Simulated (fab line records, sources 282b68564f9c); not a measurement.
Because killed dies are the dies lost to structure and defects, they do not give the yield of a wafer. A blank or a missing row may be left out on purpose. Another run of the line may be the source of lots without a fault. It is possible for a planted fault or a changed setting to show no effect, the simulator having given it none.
Tool commonality check / flow rit cmos / 13 lots and 39 wafers in the sample

WHY IT WAS OPENED
1 of 13 lots carry a flag on the reading SPACER_NITRIDE_THK at RIT_SPACER_THK_MEAS_04. Wafers without a fault read 249.1 nm, standard deviation 2.2.
Rule: a lot is flagged in two cases, either no wafer of it has a number, or all its wafers with numbers fall more than 4 standard deviations from that mean. All remaining lots are regarded as sound.

lot=L157; measured=day 3 02:54; on=film metro-01; SPACER_NITRIDE_THK (nm), wafer by wafer=252.9 251.9 250.6; flag=
lot=L159; measured=day 3 09:58; on=film metro-03; SPACER_NITRIDE_THK (nm), wafer by wafer=245.9 248.1 247.1; flag=
lot=L160; measured=day 3 16:28; on=film metro-02; SPACER_NITRIDE_THK (nm), wafer by wafer=249.4 250.1 251.0; flag=
lot=L162; measured=day 4 01:10; on=film metro-03; SPACER_NITRIDE_THK (nm), wafer by wafer=247.0 246.8 246.7; flag=
lot=L163; measured=day 4 06:25; on=film metro-01; SPACER_NITRIDE_THK (nm), wafer by wafer=247.0 247.8 247.2; flag=
lot=L164; measured=day 4 12:58; on=film metro-03; SPACER_NITRIDE_THK (nm), wafer by wafer=245.7 244.8 245.8; flag=
lot=L165; measured=day 4 15:16; on=film metro-03; SPACER_NITRIDE_THK (nm), wafer by wafer=247.6 247.1 248.3; flag=
lot=L173; measured=day 6 07:26; on=film metro-03; SPACER_NITRIDE_THK (nm), wafer by wafer=251.8 250.6 251.2; flag=
lot=L174; measured=day 6 11:25; on=film metro-03; SPACER_NITRIDE_THK (nm), wafer by wafer=264.2 266.1 266.1; flag=FLAGGED
lot=L175; measured=day 6 15:53; on=film metro-03; SPACER_NITRIDE_THK (nm), wafer by wafer=250.8 252.4 252.0; flag=
lot=L178; measured=day 7 07:32; on=film metro-03; SPACER_NITRIDE_THK (nm), wafer by wafer=249.4 249.5 250.7; flag=
lot=L179; measured=day 7 12:40; on=film metro-01; SPACER_NITRIDE_THK (nm), wafer by wafer=249.9 248.7 249.2; flag=
lot=L180; measured=day 7 17:23; on=film metro-03; SPACER_NITRIDE_THK (nm), wafer by wafer=249.7 250.4 251.3; flag=
Average over the flagged lots: 265.5 nm; offset from the usual +16.4 nm, equal to +7 standard deviations.

WHICH TOOL EACH LOT WENT THROUGH
The record holds 1 process step before the reading, out of a route of 202 steps. Every cell lists first the tool, next ch and the chambers used by the sampled wafers, and last the start.
lot=L157; flag=; RIT_SPACER_CVD_03=lpcvd-01 ch 1, day 3 00:58
lot=L159; flag=; RIT_SPACER_CVD_03=lpcvd-02 ch 0, day 3 08:03
lot=L160; flag=; RIT_SPACER_CVD_03=lpcvd-02 ch 1, day 3 14:32
lot=L162; flag=; RIT_SPACER_CVD_03=lpcvd-02 ch 1, day 3 23:14
lot=L163; flag=; RIT_SPACER_CVD_03=lpcvd-02 ch 1, day 4 04:29
lot=L164; flag=; RIT_SPACER_CVD_03=lpcvd-02 ch 1, day 4 11:03
lot=L165; flag=; RIT_SPACER_CVD_03=lpcvd-01 ch 1, day 4 13:19
lot=L173; flag=; RIT_SPACER_CVD_03=lpcvd-02 ch 1, day 6 05:29
lot=L174; flag=FLAGGED; RIT_SPACER_CVD_03=lpcvd-01 ch 1, day 6 09:30
lot=L175; flag=; RIT_SPACER_CVD_03=lpcvd-01 ch 0, day 6 13:58
lot=L178; flag=; RIT_SPACER_CVD_03=lpcvd-02 ch 1, day 7 05:38
lot=L179; flag=; RIT_SPACER_CVD_03=lpcvd-02 ch 1, day 7 10:44
lot=L180; flag=; RIT_SPACER_CVD_03=lpcvd-02 ch 1, day 7 15:28
What these steps do:
- RIT_SPACER_CVD_03: deposits Si3N4 from SiH2Cl2/NH3, target thk 250 nm, time 3300 s.
- RIT_SPACER_THK_MEAS_04

FLAGGED OVER TOTAL, TOOL BY TOOL (the gauges that took the reading come last)
step=RIT_SPACER_CVD_03; tool=lpcvd-01; lots run=4; flagged=1; share of the flagged lots=all; sound lots run after its first flagged lot=1 (L175)
step=RIT_SPACER_CVD_03; tool=lpcvd-02; lots run=9; flagged=0; share of the flagged lots=none; sound lots run after its first flagged lot=-
step=RIT_SPACER_THK_MEAS_04; tool=film metro-01; lots run=3; flagged=0; share of the flagged lots=none; sound lots run after its first flagged lot=-
step=RIT_SPACER_THK_MEAS_04; tool=film metro-02; lots run=1; flagged=0; share of the flagged lots=none; sound lots run after its first flagged lot=-
step=RIT_SPACER_THK_MEAS_04; tool=film metro-03; lots run=9; flagged=1; share of the flagged lots=all; sound lots run after its first flagged lot=3 (L175,L178,L180)

WHAT THE TABLE ALLOWS
Every flagged lot went through 2 rows of the table: lpcvd-01 at RIT_SPACER_CVD_03 and film metro-03 at RIT_SPACER_THK_MEAS_04.
- lpcvd-01 at RIT_SPACER_CVD_03 ran 4 lots, 1 of them flagged. Lots that were sound ran on it after the first flagged one (L175); a persistent fault on the entire tool would not allow that. Its own readings (sih2cl2 flow sccm) fall more than 4 standard deviations out on all wafers of the flagged lots.
- film metro-03 at RIT_SPACER_THK_MEAS_04 ran 9 lots, 1 of them flagged. Lots that were sound ran on it after the first flagged one (L175, L178, L180); a persistent fault on the entire tool would not allow that.
Not one row of the table ran every flagged lot while running no sound lot after the first.

WHAT WAS PUT IN BY THE SIMULATOR
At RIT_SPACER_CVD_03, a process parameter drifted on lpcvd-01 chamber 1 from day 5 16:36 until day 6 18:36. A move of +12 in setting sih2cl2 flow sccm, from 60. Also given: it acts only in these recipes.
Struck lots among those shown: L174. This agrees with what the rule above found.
